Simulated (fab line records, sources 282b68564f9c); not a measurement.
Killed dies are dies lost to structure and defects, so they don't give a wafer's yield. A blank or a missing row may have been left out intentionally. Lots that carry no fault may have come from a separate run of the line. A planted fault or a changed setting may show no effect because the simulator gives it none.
fab line records	flow rit_cmos
record: lots: 15	wafers: 45	last_day: 7
route steps=202 shown WELLDRIVE@50 NWELL@51 PWELL@52
lots that met no fault: taken from a fault-free run of the same line
start_h: start of the lot's first displayed wafer, in hours after the record's first day	wait_h: hours since the lot's step before	" the same as in the row above	L1.1+2: a row that stands for several wafers	- no value, or no start given	* or withheld: withheld	< > ~ a bound
route shown NAME@n: NAME is a module with steps in the file, n the number in the route of the first one	usual: mean/standard deviation taken from wafers without a fault	same: alike in all rows	chamber/n: place in a boat	sites: per-site readings	_std_site: standard deviation across them	_edge_site: mean of outer sites minus mean of inner sites	radius_mm: how far each site lies from the wafer's centre	mask NAME#n: copy n	behind: the most recent tool/chamber to have shaped the wafer	hold: why the lot was held/for how many hours/how that ended	device: the transistor (n, p or np) that didn't switch	end of line: the route-end tests of the same wafers	where a step has no rows: the recipe by itself	killed: dies that structure and defects cost at the first sort, which is not the same as the wafer's yield	map: per-die view of a wafer (x killed, . not killed, _ where there is no die)
set.NAME: the run value of the setting; set.NAME@STEP: its run value at that earlier step	model.NAME: the simulator's own value behind a step, which no gauge read
the route's steps for a sample of lots (tables are steps, rows are wafers)
services: when a tool's chamber went out of use (start_h, in hours from the record's first day, below 0 if earlier), for how many hours, and the reason
== steps ==
step: RIT_WELLDRIVE_ANNEAL_00
recipe: temp_c: 1100	time_s: 14700	ambient: N2
usual: run_length_s: 18265/4	spike_tc_load_C: 1129.2/2.5
lot.wafer	tool	chamber	start_h	wait_h	run_length_s	spike_tc_load_C
L254.2	furnace-04	0	23.29	0.0	18268	1126.0
L254.3	"	0	"	"	18268	1127.9
L254.4	"	0	"	"	18268	1126.1
L255.1	furnace-01	0	27.84	0.3	18262	1132.6
L255.2	"	0	"	"	18262	1132.3
L255.5	"	0	"	"	18262	1133.5
L256.3	furnace-04	0	33.84	0.0	18261	1127.6
L256.4	"	0	"	"	18261	1125.9
L256.6	"	0	"	"	18261	1127.4
L257.1	furnace-03	0	38.45	0.5	18264	1129.4
L257.2	"	0	"	"	18264	1127.2
L257.3	"	0	"	"	18264	1129.2
L259.1	furnace-04	0	52.05	0.5	18262	1125.4
L259.2	"	0	"	"	18262	1127.3
L259.3	"	0	"	"	18262	1128.1
L261.1	furnace-04	0	57.72	0.1	18264	1127.1
L261.2	"	0	"	"	18264	1128.0
L261.3	"	0	"	"	18264	1127.2
L262.1	furnace-01	0	63.80	0.1	18261	1131.9
L262.5	"	0	"	"	18261	1131.3
L262.6	"	0	"	"	18261	1132.8
L263.2	furnace-04	0	67.64	0.0	18273	1125.7
L263.4	"	0	"	"	18273	1127.4
L263.6	"	0	"	"	18273	1127.4
L264.1	furnace-01	0	73.00	0.3	15326	1134.3
L264.3	"	0	"	"	15326	1132.4
L264.5	"	0	"	"	15326	1132.1
L265.2	furnace-01	0	79.31	0.0	15334	1132.6
L265.3	"	0	"	"	15334	1132.1
L265.4	"	0	"	"	15334	1133.7
L268.1	furnace-01	0	93.29	0.6	15326	1132.9
L268.4	"	0	"	"	15326	1132.0
L268.5	"	0	"	"	15326	1128.5
L274.3	furnace-03	0	124.64	0.0	18271	1129.1
L274.4	"	0	"	"	18271	1129.3
L274.6	"	0	"	"	18271	1128.0
L275.3	furnace-04	0	128.86	0.8	18263	1129.5
L275.5	"	0	"	"	18263	1125.8
L275.6	"	0	"	"	18263	1125.5
L276.1	furnace-04	0	133.94	0.6	18260	1127.1
L276.2	"	0	"	"	18260	1128.3
L276.6	"	0	"	"	18260	1126.8
L277.1	furnace-03	0	140.48	0.1	18260	1129.2
L277.3	"	0	"	"	18260	1129.4
L277.4	"	0	"	"	18260	1127.2
step: RIT_WELLDRIVE_RS_MEAS_01
recipe: thk_meas_gauge: four-point-probe
usual: NWELL_RS: 275.3/0.81
lot.wafer	tool	chamber	start_h	wait_h	NWELL_RS[ohm/sq]
L254.2	film_metro-04	-	28.40	0.0	275.7
L254.3	"	-	"	"	275.9
L254.4	"	-	"	"	275.5
L255.1	film_metro-04	-	32.93	0.0	275.7
L255.2	"	-	"	"	275.0
L255.5	"	-	"	"	274.9
L256.3	film_metro-04	-	38.97	0.0	275.2
L256.4	"	-	"	"	274.3
L256.6	"	-	"	"	275.9
L257.1	film_metro-04	-	43.53	0.0	274.6
L257.2	"	-	"	"	273.9
L257.3	"	-	"	"	274.2
L259.1	film_metro-04	-	57.14	0.0	275.6
L259.2	"	-	"	"	274.3
L259.3	"	-	"	"	274.6
L261.1	film_metro-04	-	62.80	0.0	275.0
L261.2	"	-	"	"	275.2
L261.3	"	-	"	"	274.3
L262.1	film_metro-04	-	68.89	0.0	275.1
L262.5	"	-	"	"	275.2
L262.6	"	-	"	"	275.1
L263.2	film_metro-04	-	72.74	0.0	275.9
L263.4	"	-	"	"	274.4
L263.6	"	-	"	"	274.4
L264.1	film_metro-03	-	78.09	0.8	286.0
L264.3	"	-	"	"	286.6
L264.5	"	-	"	"	287.0
L265.2	film_metro-01	-	84.42	0.8	287.3
L265.3	"	-	"	"	287.8
L265.4	"	-	"	"	286.8
L268.1	film_metro-01	-	98.37	0.8	285.4
L268.4	"	-	"	"	285.5
L268.5	"	-	"	"	286.2
L274.3	film_metro-01	-	129.76	0.0	274.7
L274.4	"	-	"	"	275.4
L274.6	"	-	"	"	274.9
L275.3	film_metro-04	-	133.98	0.0	275.5
L275.5	"	-	"	"	276.9
L275.6	"	-	"	"	276.7
L276.1	film_metro-04	-	139.03	0.0	275.1
L276.2	"	-	"	"	276.2
L276.6	"	-	"	"	274.9
L277.1	film_metro-01	-	145.56	0.0	275.6
L277.3	"	-	"	"	276.2
L277.4	"	-	"	"	276.0
step: RIT_WELLDRIVE_RS_MEAS_02
recipe: thk_meas_gauge: four-point-probe
usual: PWELL_RS: 429.5/1.2
lot.wafer	tool	chamber	start_h	wait_h	PWELL_RS[ohm/sq]
L254.2	film_metro-04	-	28.52	0.1	430.8
L254.3	"	-	"	"	429.5
L254.4	"	-	"	"	430.5
L255.1	film_metro-04	-	33.05	0.1	429.4
L255.2	"	-	"	"	430.6
L255.5	"	-	"	"	430.2
L256.3	film_metro-04	-	39.09	0.1	427.0
L256.4	"	-	"	"	428.6
L256.6	"	-	"	"	429.4
L257.1	film_metro-04	-	43.65	0.1	429.8
L257.2	"	-	"	"	429.5
L257.3	"	-	"	"	430.6
L259.1	film_metro-04	-	57.26	0.1	427.3
L259.2	"	-	"	"	428.4
L259.3	"	-	"	"	427.2
L261.1	film_metro-04	-	62.92	0.1	428.4
L261.2	"	-	"	"	427.7
L261.3	"	-	"	"	428.2
L262.1	film_metro-04	-	69.01	0.1	429.3
L262.5	"	-	"	"	429.3
L262.6	"	-	"	"	428.7
L263.2	film_metro-04	-	72.86	0.1	427.9
L263.4	"	-	"	"	430.6
L263.6	"	-	"	"	428.1
L264.1	film_metro-03	-	78.21	0.1	440.7
L264.3	"	-	"	"	444.4
L264.5	"	-	"	"	442.2
L265.2	film_metro-01	-	84.54	0.1	441.4
L265.3	"	-	"	"	441.7
L265.4	"	-	"	"	440.0
L268.1	film_metro-01	-	98.49	0.1	440.4
L268.4	"	-	"	"	440.7
L268.5	"	-	"	"	440.3
L274.3	film_metro-01	-	129.88	0.1	428.1
L274.4	"	-	"	"	428.5
L274.6	"	-	"	"	427.9
L275.3	film_metro-04	-	134.10	0.1	430.2
L275.5	"	-	"	"	429.0
L275.6	"	-	"	"	430.3
L276.1	film_metro-04	-	139.15	0.1	428.8
L276.2	"	-	"	"	430.1
L276.6	"	-	"	"	428.9
L277.1	film_metro-01	-	145.68	0.1	428.7
L277.3	"	-	"	"	428.9
L277.4	"	-	"	"	429.2
== services ==
tool	chamber	start_h	hours	kind
furnace-04	-	38.93	4.4	pm
furnace-03	-	132.29	3.3	pm
== key ==
first_sign: step: RIT_WELLDRIVE_ANNEAL_00	reading: run_length_s	direction: down	sigmas: 99+	usual: *	struck: *
effect: step: RIT_WELLDRIVE_RS_MEAS_01	reading: NWELL_RS	direction: up	sigmas: 14	usual: 275.3	struck: 286.5
effect: step: RIT_WELLDRIVE_RS_MEAS_02	reading: PWELL_RS	direction: up	sigmas: 10	usual: 429.5	struck: 441.3
met_at RIT_WELLDRIVE_ANNEAL_00
struck_lots L264,L265,L268
tester_left_out L264,L265,L268
fault: kind: process_parameter_drift	tool: furnace-01	chamber: -	onset_h: 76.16	steps: RIT_WELLDRIVE_ANNEAL_00	channel: time_s	offset: *	shape: step	end_h: 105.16	acts_in: *	stated: *
tester_left_out: of these lots the tester's yield and bins aren't shown, on N5 and GAA mostly nor the transistor test; their killed dies are dies lost to structure and defects alone, not to doping, threshold or leakage, so they don't give the yield
